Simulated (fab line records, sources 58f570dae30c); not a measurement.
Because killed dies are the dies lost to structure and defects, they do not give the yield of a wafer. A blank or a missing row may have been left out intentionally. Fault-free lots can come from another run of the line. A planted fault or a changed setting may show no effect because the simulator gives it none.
Which tool was responsible? -- flow berkeley-cmos170 -- 21 wafers from 7 lots sampled at 4 of the route's 331 steps

## WHAT EACH GAUGE READ, for each wafer
UCB170_SPACER_THK_MEAS_01.
lot,measured,on,SPACER_TEOS_THK (nm)
L859,day 6 15:40,film-metro-03,370 378 372
L860,day 7 01:29,film-metro-03,369 374 377
L863,day 7 15:24,film-metro-03,367 374 377
L865,day 7 18:26,film-metro-02,371 375 374
L869,day 8 14:35,film-metro-04,405 379 408
L876,day 10 02:07,film-metro-02,373 385 376
L880,day 10 11:18,film-metro-04,366 380 374

## EACH LOT AND THE TOOL THAT RAN IT (in order: tool; ch and the chambers of the sampled wafers; start)
lot,UCB170_GATE_ETCH_14,UCB170_GATE_ETCH_15,UCB170_SPACER_CVD_00
L859,"rie-diel-04 ch 0,1,3, day 6 11:02","rie-si-02 ch 0,1,2, day 6 11:05","pecvd-03 ch 1,2, day 6 15:37"
L860,"rie-diel-04 ch 0,3, day 6 20:34","rie-si-02 ch 0,2,3, day 6 20:36","pecvd-03 ch 0,1,2, day 7 01:26"
L863,"rie-diel-03 ch 0,1,3, day 7 11:03","rie-si-01 ch 1,3, day 7 11:05","pecvd-03 ch 0,2, day 7 15:22"
L865,"rie-diel-02 ch 0,1,3, day 7 14:17","rie-si-01 ch 2,3, day 7 14:19","pecvd-01 ch 0,1, day 7 18:22"
L869,"rie-diel-03 ch 0,3, day 8 09:52","rie-si-01 ch 0,1,2, day 8 09:54","pecvd-02 ch 0,2, day 8 14:32"
L876,"rie-diel-03 ch 1,3, day 9 22:05","rie-si-01 ch 0,2,3, day 9 22:07","pecvd-03 ch 0,1,2, day 10 02:04"
L880,"rie-diel-04 ch 0,3, day 10 06:02","rie-si-01 ch 0,1,3, day 10 06:04","pecvd-01 ch 1,2, day 10 11:16"
- UCB170_GATE_ETCH_14: etches BARC in N2/H2.
- UCB170_GATE_ETCH_15: etches poly-Si in HBr/Cl2, stops on SiO2, time 56.3 s, target depth 278.2 nm.
- UCB170_SPACER_CVD_00: deposits SiO2 from TEOS/O2, target thk 376 nm, time 47 s.

## THE ANSWER, worked out from the rows above alone
Rule: what is usual is taken from the lots themselves. The widest of any qualifying gaps counts: lots, ordered by their means at a reading, are off when they make up no more than a third of the lots, leave a main group of 4 or more, and stand apart from it by 3 or more times the standard deviation of that group's means. The tables above print the reading to a certain number of digits; a main group whose means all agree to those digits is not used. Also off: a lot with no number at a reading for which 4 or more lots have one. All remaining lots with rows at the step are treated as sound.
Off: L869, seen at UCB170_SPACER_THK_MEAS_01 (SPACER_TEOS_THK). The main group: mean 374 nm, standard deviation 1.8.
If a tool, at a process step before that reading, ran all the lots that are off and no sound lot after the first of them, it fits. The gauges at UCB170_SPACER_THK_MEAS_01 are tried like those tools. One candidate fits, namely pecvd-02 at UCB170_SPACER_CVD_00. It ran no sound lot before its first lot that is off in this sample, so the start can't be narrowed down.

## WHAT HAD BEEN PUT IN BY THE SIMULATOR
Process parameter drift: pecvd-02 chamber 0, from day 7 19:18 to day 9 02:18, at UCB170_SPACER_CVD_00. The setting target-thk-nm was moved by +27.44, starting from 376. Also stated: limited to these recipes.
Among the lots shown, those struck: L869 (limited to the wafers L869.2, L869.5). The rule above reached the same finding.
